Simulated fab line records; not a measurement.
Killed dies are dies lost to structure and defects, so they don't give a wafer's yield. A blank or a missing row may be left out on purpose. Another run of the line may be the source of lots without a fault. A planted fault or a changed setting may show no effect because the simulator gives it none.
Which tool was responsible? || flow ritCmos || Sampling: 6 lots, 18 wafers, 2 of 202 route steps

## WHAT THE GAUGES READ, wafer by wafer
RIT_NSD_TW_MEAS_10.
{"lot": "L872", "measured": "day 3 07:44", "on": "filmMetro-01", "NSD_TW": "3110 3121 3120"}
{"lot": "L874", "measured": "day 3 16:46", "on": "filmMetro-04", "NSD_TW": "3160 3180 3163"}
{"lot": "L877", "measured": "day 4 12:08", "on": "filmMetro-04", "NSD_TW": "3148 3124 3141"}
{"lot": "L879", "measured": "day 5 00:13", "on": "filmMetro-01", "NSD_TW": "3147 3127 3129"}
{"lot": "L888", "measured": "day 6 16:27", "on": "filmMetro-01", "NSD_TW": "3111 3123 3120"}
{"lot": "L893", "measured": "day 8 04:56", "on": "filmMetro-03", "NSD_TW": "3095 3096 3091"}

## TOOL THAT RAN EACH LOT (tool first, then ch and the chambers of the sampled wafers, then the start)
{"lot": "L872", "RIT_NSD_STRIP_09": "plasmaAsher-03 ch 0,1, day 3 07:33"}
{"lot": "L874", "RIT_NSD_STRIP_09": "plasmaAsher-01 ch 0,1, day 3 16:35"}
{"lot": "L877", "RIT_NSD_STRIP_09": "plasmaAsher-01 ch 1, day 4 11:58"}
{"lot": "L879", "RIT_NSD_STRIP_09": "plasmaAsher-03 ch 0,1, day 5 00:04"}
{"lot": "L888", "RIT_NSD_STRIP_09": "plasmaAsher-04 ch 0,1, day 6 16:17"}
{"lot": "L893", "RIT_NSD_STRIP_09": "plasmaAsher-01 ch 0,1, day 8 04:46"}
- RIT_NSD_STRIP_09: strips in O2, time 180 s.

## THE ANSWER, worked out from the rows above alone
Rule: the usual values come from the lots themselves. The widest of any qualifying gaps counts: lots, ordered by their means at a reading, are off when they make up no more than a third of the lots, leave a main group of 4 or more, and stand apart from it by 3 or more times the standard deviation of that group's means. If all means in a main group match to the digits the tables above print for the reading, that group is not used. A lot without any number at a reading at which 4 lots or more have one is off too. Where the step has rows for the other lots, those lots are counted as sound.
No lot is off at any reading shown: from this, nothing can be told.

## WHAT THE SIMULATOR PUT IN
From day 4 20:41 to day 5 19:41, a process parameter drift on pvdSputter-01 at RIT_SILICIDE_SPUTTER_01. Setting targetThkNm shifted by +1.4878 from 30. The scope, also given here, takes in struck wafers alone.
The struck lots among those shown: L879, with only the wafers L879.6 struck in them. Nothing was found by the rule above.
